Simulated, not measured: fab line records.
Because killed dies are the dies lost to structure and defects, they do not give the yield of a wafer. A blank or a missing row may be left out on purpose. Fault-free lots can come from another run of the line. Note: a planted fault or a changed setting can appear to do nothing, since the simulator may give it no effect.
Which tool was responsible? / flow berkeley_cmos170 / 13 lots with 39 wafers sampled at 3 steps, on a route of 331 steps

## WHAT THE GAUGES READ, wafer by wafer
UCB170_V2_THK_MEAS_04. Usual: V2_POLISHED_THK typically reads 1000.0 nm, with standard deviation 1.
lot=L488; measured=day 8 11:33; on=film_metro-03; V2_POLISHED_THK (nm)=1001.4 1000.9 1000.4; flag=
lot=L492; measured=day 9 02:52; on=film_metro-02; V2_POLISHED_THK (nm)=1000.0 1002.0 1001.6; flag=
lot=L490; measured=day 9 06:57; on=film_metro-02; V2_POLISHED_THK (nm)=1000.5 1002.2 999.7; flag=
lot=L491; measured=day 9 07:04; on=film_metro-04; V2_POLISHED_THK (nm)=1001.4 1000.1 1000.9; flag=
lot=L493; measured=day 9 20:08; on=film_metro-03; V2_POLISHED_THK (nm)=998.1 997.3 999.7; flag=
lot=L494; measured=day 9 22:14; on=film_metro-02; V2_POLISHED_THK (nm)=1001.9 1001.1 998.7; flag=
lot=L496; measured=day 10 01:05; on=film_metro-02; V2_POLISHED_THK (nm)=1000.3 1000.6 999.2; flag=
lot=L503; measured=day 11 16:06; on=film_metro-04; V2_POLISHED_THK (nm)=1000.8 1001.0 1000.9; flag=
lot=L505; measured=day 12 08:56; on=film_metro-04; V2_POLISHED_THK (nm)=998.5 999.3 998.5; flag=
lot=L508; measured=day 12 23:12; on=film_metro-02; V2_POLISHED_THK (nm)=1001.2 999.3 999.3; flag=
lot=L506; measured=day 12 23:36; on=film_metro-03; V2_POLISHED_THK (nm)=998.4 1001.4 999.9; flag=
lot=L510; measured=day 12 23:55; on=film_metro-04; V2_POLISHED_THK (nm)=1000.7 1001.2 1001.1; flag=
lot=L511; measured=day 13 01:43; on=film_metro-03; V2_POLISHED_THK (nm)=999.3 1000.0 1000.6; flag=

UCB170_V2_CD_MEAS_12: the cd target is 700 nm. Usual: 699.7 nm for cd_nm, sd 1.3.
lot=L488; measured=day 8 12:38; on=cd_sem-02; cd_nm (nm)=701.0 700.0 700.8; flag=
lot=L492; measured=day 9 05:57; on=cd_sem-01; cd_nm (nm)=697.5 696.5 698.0; flag=
lot=L490; measured=day 9 08:29; on=cd_sem-01; cd_nm (nm)=698.9 699.4 698.6; flag=
lot=L491; measured=day 9 08:40; on=cd_sem-02; cd_nm (nm)=699.6 698.9 699.9; flag=
lot=L493; measured=day 9 21:22; on=cd_sem-01; cd_nm (nm)=699.8 699.5 699.6; flag=
lot=L494; measured=day 9 23:32; on=cd_sem-01; cd_nm (nm)=700.4 701.2 700.2; flag=
lot=L496; measured=day 10 02:21; on=cd_sem-02; cd_nm (nm)=699.1 698.2 699.9; flag=
lot=L503; measured=day 11 17:59; on=cd_sem-02; cd_nm (nm)=699.3 700.1 698.5; flag=
lot=L505; measured=day 12 10:49; on=cd_sem-02; cd_nm (nm)=701.4 702.2 700.9; flag=
lot=L508; measured=day 13 01:04; on=cd_sem-02; cd_nm (nm)=698.3 698.1 697.2; flag=
lot=L506; measured=day 13 01:30; on=cd_sem-01; cd_nm (nm)=699.3 700.1 698.8; flag=
lot=L510; measured=day 13 02:16; on=cd_sem-02; cd_nm (nm)=701.1 700.9 701.6; flag=
lot=L511; measured=day 13 03:19; on=cd_sem-02; cd_nm (nm)=699.7 699.3 698.8; flag=

## WHAT TOOL EACH LOT RAN ON (gives the tool, then ch and the chambers of the sampled wafers, and finally the start)
lot=L488; UCB170_V2_SOFTBAKE_08=litho_track-02 ch 0, day 8 12:05
lot=L492; UCB170_V2_SOFTBAKE_08=litho_track-02 ch 0, day 9 05:17
lot=L490; UCB170_V2_SOFTBAKE_08=litho_track-03 ch 0, day 9 07:30
lot=L491; UCB170_V2_SOFTBAKE_08=litho_track-02 ch 0, day 9 07:48
lot=L493; UCB170_V2_SOFTBAKE_08=litho_track-04 ch 0, day 9 20:40
lot=L494; UCB170_V2_SOFTBAKE_08=litho_track-04 ch 0, day 9 22:52
lot=L496; UCB170_V2_SOFTBAKE_08=litho_track-03 ch 0, day 10 01:38
lot=L503; UCB170_V2_SOFTBAKE_08=litho_track-04 ch 0, day 11 17:01
lot=L505; UCB170_V2_SOFTBAKE_08=litho_track-04 ch 0, day 12 10:17
lot=L508; UCB170_V2_SOFTBAKE_08=litho_track-03 ch 0, day 13 00:11
lot=L506; UCB170_V2_SOFTBAKE_08=litho_track-03 ch 0, day 13 00:38
lot=L510; UCB170_V2_SOFTBAKE_08=litho_track-04 ch 0, day 13 01:05
lot=L511; UCB170_V2_SOFTBAKE_08=litho_track-03 ch 0, day 13 02:47
- UCB170_V2_SOFTBAKE_08: time 61.46 s.

## WHAT THE TOOLS THEMSELVES READ (means of the sampled wafers that have a number; where no wafer has one, the mark that the record gives instead)
UCB170_V2_SOFTBAKE_08. Usual: exhaust_pa 44.9 Pa, standard deviation 1; plate_sensor_t_centre_C 131.41 C, standard deviation 0.011; plate_sensor_t_edge_C 131.53 C, standard deviation 0.011; resist_line_temp_C 22.97 C, standard deviation 0.1.
lot=L488; tool=litho_track-02; exhaust_pa (Pa)=45.2; plate_sensor_t_centre_C (C)=131.41; plate_sensor_t_edge_C (C)=131.53; resist_line_temp_C (C)=23.07; flag=
lot=L492; tool=litho_track-02; exhaust_pa (Pa)=44.9; plate_sensor_t_centre_C (C)=131.42; plate_sensor_t_edge_C (C)=131.54; resist_line_temp_C (C)=22.80; flag=
lot=L490; tool=litho_track-03; exhaust_pa (Pa)=43.5; plate_sensor_t_centre_C (C)=131.41; plate_sensor_t_edge_C (C)=131.53; resist_line_temp_C (C)=22.90; flag=
lot=L491; tool=litho_track-02; exhaust_pa (Pa)=44.8; plate_sensor_t_centre_C (C)=131.41; plate_sensor_t_edge_C (C)=131.53; resist_line_temp_C (C)=22.93; flag=
lot=L493; tool=litho_track-04; exhaust_pa (Pa)=44.4; plate_sensor_t_centre_C (C)=131.41; plate_sensor_t_edge_C (C)=131.54; resist_line_temp_C (C)=22.90; flag=
lot=L494; tool=litho_track-04; exhaust_pa (Pa)=46.4; plate_sensor_t_centre_C (C)=131.40; plate_sensor_t_edge_C (C)=131.53; resist_line_temp_C (C)=22.99; flag=
lot=L496; tool=litho_track-03; exhaust_pa (Pa)=46.0; plate_sensor_t_centre_C (C)=131.40; plate_sensor_t_edge_C (C)=131.53; resist_line_temp_C (C)=22.93; flag=
lot=L503; tool=litho_track-04; exhaust_pa (Pa)=43.6; plate_sensor_t_centre_C (C)=131.41; plate_sensor_t_edge_C (C)=131.53; resist_line_temp_C (C)=23.03; flag=
lot=L505; tool=litho_track-04; exhaust_pa (Pa)=45.3; plate_sensor_t_centre_C (C)=131.41; plate_sensor_t_edge_C (C)=131.53; resist_line_temp_C (C)=22.90; flag=
lot=L508; tool=litho_track-03; exhaust_pa (Pa)=44.5; plate_sensor_t_centre_C (C)=131.41; plate_sensor_t_edge_C (C)=131.54; resist_line_temp_C (C)=23.08; flag=
lot=L506; tool=litho_track-03; exhaust_pa (Pa)=45.6; plate_sensor_t_centre_C (C)=131.42; plate_sensor_t_edge_C (C)=131.53; resist_line_temp_C (C)=22.95; flag=
lot=L510; tool=litho_track-04; exhaust_pa (Pa)=43.5; plate_sensor_t_centre_C (C)=131.40; plate_sensor_t_edge_C (C)=131.53; resist_line_temp_C (C)=22.95; flag=
lot=L511; tool=litho_track-03; exhaust_pa (Pa)=45.1; plate_sensor_t_centre_C (C)=131.40; plate_sensor_t_edge_C (C)=131.53; resist_line_temp_C (C)=23.05; flag=

## THE ANSWER, worked out from the rows above alone
Rule: take the mean of a lot's wafers that have a number; if it is more than 3 standard deviations from the usual mean, the lot is off. A lot without any number at a reading at which 4 lots or more have one is off too. Any other lot the step has rows for is counted as sound. The gauges are gone through in route order, then the tools' own readings, and for those a lot's mean is taken as printed above. The first step at which some lot is off is used, and at that step the reading that is off furthest; a lot without a number counts as furthest.
Nothing can be told from this: no lot is off at any reading shown.

## WHAT HAD BEEN PUT IN BY THE SIMULATOR
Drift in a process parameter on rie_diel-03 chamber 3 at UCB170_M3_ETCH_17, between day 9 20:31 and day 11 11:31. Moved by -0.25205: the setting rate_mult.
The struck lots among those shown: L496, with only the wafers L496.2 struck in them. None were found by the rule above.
